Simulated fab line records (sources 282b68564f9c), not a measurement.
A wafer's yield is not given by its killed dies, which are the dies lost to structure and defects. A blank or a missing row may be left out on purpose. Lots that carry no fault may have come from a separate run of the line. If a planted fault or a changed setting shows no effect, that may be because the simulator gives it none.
Which tool was responsible? :: flow rit cmos :: 14 lots, 42 wafers sampled, at 4 steps of a route of 202

## WHAT THE GAUGES READ, wafer by wafer
RIT_SILICIDE_RS_MEAS_02: a four-point-probe measurement. Usual: SILICIDE_TI_RS gives 48.1 ohm/sq (standard deviation 0.85).
lot: L552
measured: day 3 04:16
on: film metro-01
SILICIDE_TI_RS (ohm/sq): 48.7 47.0 47.1
flag: 

lot: L555
measured: day 3 21:58
on: film metro-01
SILICIDE_TI_RS (ohm/sq): 48.5 48.8 48.7
flag: 

lot: L556
measured: day 4 00:31
on: film metro-01
SILICIDE_TI_RS (ohm/sq): 48.4 47.3 48.5
flag: 

lot: L558
measured: day 4 10:10
on: film metro-01
SILICIDE_TI_RS (ohm/sq): 46.7 47.4 48.0
flag: 

lot: L560
measured: day 4 19:56
on: film metro-04
SILICIDE_TI_RS (ohm/sq): 49.5 49.3 48.8
flag: 

lot: L562
measured: day 5 05:05
on: film metro-04
SILICIDE_TI_RS (ohm/sq): 48.5 47.2 48.4
flag: 

lot: L563
measured: day 5 14:10
on: film metro-04
SILICIDE_TI_RS (ohm/sq): 49.2 48.7 48.7
flag: 

lot: L565
measured: day 6 01:09
on: film metro-04
SILICIDE_TI_RS (ohm/sq): 47.9 47.6 47.8
flag: 

lot: L566
measured: day 6 04:00
on: film metro-04
SILICIDE_TI_RS (ohm/sq): 49.2 48.6 49.2
flag: 

lot: L567
measured: day 6 07:41
on: film metro-04
SILICIDE_TI_RS (ohm/sq): 48.6 48.3 47.5
flag: 

lot: L568
measured: day 6 11:28
on: film metro-01
SILICIDE_TI_RS (ohm/sq): 49.0 48.4 49.1
flag: 

lot: L571
measured: day 7 03:33
on: film metro-04
SILICIDE_TI_RS (ohm/sq): 47.9 49.0 47.8
flag: 

lot: L573
measured: day 7 16:20
on: film metro-03
SILICIDE_TI_RS (ohm/sq): 47.4 47.3 47.4
flag: 

lot: L575
measured: day 8 03:13
on: film metro-03
SILICIDE_TI_RS (ohm/sq): 46.9 46.9 47.7
flag: 

RIT_M1_RS_MEAS_01: a four-point-probe measurement. Usual: M1_AL_RS gives 0.0750 ohm/sq (standard deviation 0.0011).
lot: L552
measured: day 3 07:18
on: film metro-03
M1_AL_RS (ohm/sq): 0.0763 0.0750 0.0747
flag: 

lot: L555
measured: day 4 00:59
on: film metro-02
M1_AL_RS (ohm/sq): 0.0754 0.0768 0.0767
flag: 

lot: L556
measured: day 4 03:23
on: film metro-01
M1_AL_RS (ohm/sq): 0.0762 0.0744 0.0761
flag: 

lot: L558
measured: day 4 13:12
on: film metro-03
M1_AL_RS (ohm/sq): 0.0732 0.0745 0.0743
flag: 

lot: L560
measured: day 4 23:00
on: film metro-03
M1_AL_RS (ohm/sq): 0.0674 0.0661 0.0664
flag: OFF

lot: L562
measured: day 5 08:11
on: film metro-01
M1_AL_RS (ohm/sq): 0.0661 0.0678 0.0670
flag: OFF

lot: L563
measured: day 5 17:11
on: film metro-01
M1_AL_RS (ohm/sq): 0.0749 0.0747 0.0746
flag: 

lot: L565
measured: day 6 04:11
on: film metro-02
M1_AL_RS (ohm/sq): 0.0737 0.0751 0.0760
flag: 

lot: L566
measured: day 6 07:14
on: film metro-01
M1_AL_RS (ohm/sq): 0.0753 0.0752 0.0741
flag: 

lot: L567
measured: day 6 10:33
on: film metro-03
M1_AL_RS (ohm/sq): 0.0753 0.0743 0.0743
flag: 

lot: L568
measured: day 6 14:23
on: film metro-02
M1_AL_RS (ohm/sq): 0.0743 0.0755 0.0756
flag: 

lot: L571
measured: day 7 06:33
on: film metro-02
M1_AL_RS (ohm/sq): 0.0739 0.0738 0.0741
flag: 

lot: L573
measured: day 7 19:33
on: film metro-01
M1_AL_RS (ohm/sq): 0.0747 0.0747 0.0766
flag: 

lot: L575
measured: day 8 06:17
on: film metro-02
M1_AL_RS (ohm/sq): 0.0738 0.0740 0.0727
flag: 

RIT_M1_THK_MEAS_02: measures by xrf. Usual: M1_AL_THK gives 388 nm (standard deviation 5.7).
lot: L552
measured: day 3 07:25
on: film metro-03
M1_AL_THK (nm): 380 382 388
flag: 

lot: L555
measured: day 4 01:07
on: film metro-02
M1_AL_THK (nm): 386 381 381
flag: 

lot: L556
measured: day 4 03:31
on: film metro-01
M1_AL_THK (nm): 383 392 383
flag: 

lot: L558
measured: day 4 13:19
on: film metro-03
M1_AL_THK (nm): 396 391 391
flag: 

lot: L560
measured: day 4 23:06
on: film metro-03
M1_AL_THK (nm): 428 438 435
flag: OFF

lot: L562
measured: day 5 08:17
on: film metro-01
M1_AL_THK (nm): 439 432 435
flag: OFF

lot: L563
measured: day 5 17:18
on: film metro-01
M1_AL_THK (nm): 389 388 393
flag: 

lot: L565
measured: day 6 04:18
on: film metro-02
M1_AL_THK (nm): 394 385 380
flag: 

lot: L566
measured: day 6 07:21
on: film metro-01
M1_AL_THK (nm): 388 389 393
flag: 

lot: L567
measured: day 6 10:40
on: film metro-03
M1_AL_THK (nm): 386 388 392
flag: 

lot: L568
measured: day 6 14:30
on: film metro-02
M1_AL_THK (nm): 388 386 381
flag: 

lot: L571
measured: day 7 06:40
on: film metro-02
M1_AL_THK (nm): 395 392 393
flag: 

lot: L573
measured: day 7 19:40
on: film metro-01
M1_AL_THK (nm): 390 387 379
flag: 

lot: L575
measured: day 8 06:25
on: film metro-02
M1_AL_THK (nm): 395 394 402
flag: 

## TOOL THAT RAN EACH LOT (tool first, then ch and the chambers of the sampled wafers, then the start)
lot: L552
RIT_M1_SPUTTER_00: pvd sputter-01, day 3 06:59

lot: L555
RIT_M1_SPUTTER_00: pvd sputter-04, day 4 00:42

lot: L556
RIT_M1_SPUTTER_00: pvd sputter-01, day 4 03:06

lot: L558
RIT_M1_SPUTTER_00: pvd sputter-01, day 4 12:53

lot: L560
RIT_M1_SPUTTER_00: pvd sputter-01, day 4 22:40

lot: L562
RIT_M1_SPUTTER_00: pvd sputter-01, day 5 07:50

lot: L563
RIT_M1_SPUTTER_00: pvd sputter-02, day 5 16:53

lot: L565
RIT_M1_SPUTTER_00: pvd sputter-02, day 6 03:53

lot: L566
RIT_M1_SPUTTER_00: pvd sputter-04, day 6 06:53

lot: L567
RIT_M1_SPUTTER_00: pvd sputter-02, day 6 10:14

lot: L568
RIT_M1_SPUTTER_00: pvd sputter-02, day 6 14:03

lot: L571
RIT_M1_SPUTTER_00: pvd sputter-04, day 7 06:15

lot: L573
RIT_M1_SPUTTER_00: pvd sputter-04, day 7 19:16

lot: L575
RIT_M1_SPUTTER_00: pvd sputter-04, day 8 05:59
- RIT_M1_SPUTTER_00: material Al, target thk 400 nm, time 487 s.

## AS READ BY THE TOOLS THEMSELVES (means over the sampled wafers that have a number; for cases with no such wafer, the mark the record gives instead)
RIT_M1_SPUTTER_00. Usual: throttle valve pct at 29.7 %, with a standard deviation of 0.92.
lot: L552
tool: pvd sputter-01
throttle valve pct (%): 28.8
flag: 

lot: L555
tool: pvd sputter-04
throttle valve pct (%): 30.7
flag: 

lot: L556
tool: pvd sputter-01
throttle valve pct (%): 29.2
flag: 

lot: L558
tool: pvd sputter-01
throttle valve pct (%): 29.9
flag: 

lot: L560
tool: pvd sputter-01
throttle valve pct (%): 29.8
flag: 

lot: L562
tool: pvd sputter-01
throttle valve pct (%): 30.0
flag: 

lot: L563
tool: pvd sputter-02
throttle valve pct (%): 30.5
flag: 

lot: L565
tool: pvd sputter-02
throttle valve pct (%): 29.0
flag: 

lot: L566
tool: pvd sputter-04
throttle valve pct (%): 29.8
flag: 

lot: L567
tool: pvd sputter-02
throttle valve pct (%): 30.0
flag: 

lot: L568
tool: pvd sputter-02
throttle valve pct (%): 29.6
flag: 

lot: L571
tool: pvd sputter-04
throttle valve pct (%): 30.8
flag: 

lot: L573
tool: pvd sputter-04
throttle valve pct (%): 30.2
flag: 

lot: L575
tool: pvd sputter-04
throttle valve pct (%): 30.2
flag: 

## THE ANSWER, worked out from the rows above alone
Rule: take the mean of a lot's wafers that have a number; if it is more than 3 standard deviations from the usual mean, the lot is off. A lot without any number at a reading at which 4 lots or more have one is off too. Any other lot the step has rows for is counted as sound. The gauges are gone through in route order, then the tools' own readings, and for those a lot's mean is taken as printed above. At the first step where some lot is off, the reading lying furthest off is the one used; lots without a number count as furthest.
Off: L560, L562, seen at RIT_M1_RS_MEAS_01 (M1_AL_RS).
If a tool, at a process step before that reading, ran all the lots that are off and no sound lot after the first of them, it fits. The gauges at RIT_M1_RS_MEAS_01 are tried like those tools. One fits: pvd sputter-01 at RIT_M1_SPUTTER_00. Its last sound lot is L558 (day 4 12:53), its first lot that is off L560 (day 4 22:40): a fault that began between those two fits.

## WHAT WAS PUT IN BY THE SIMULATOR
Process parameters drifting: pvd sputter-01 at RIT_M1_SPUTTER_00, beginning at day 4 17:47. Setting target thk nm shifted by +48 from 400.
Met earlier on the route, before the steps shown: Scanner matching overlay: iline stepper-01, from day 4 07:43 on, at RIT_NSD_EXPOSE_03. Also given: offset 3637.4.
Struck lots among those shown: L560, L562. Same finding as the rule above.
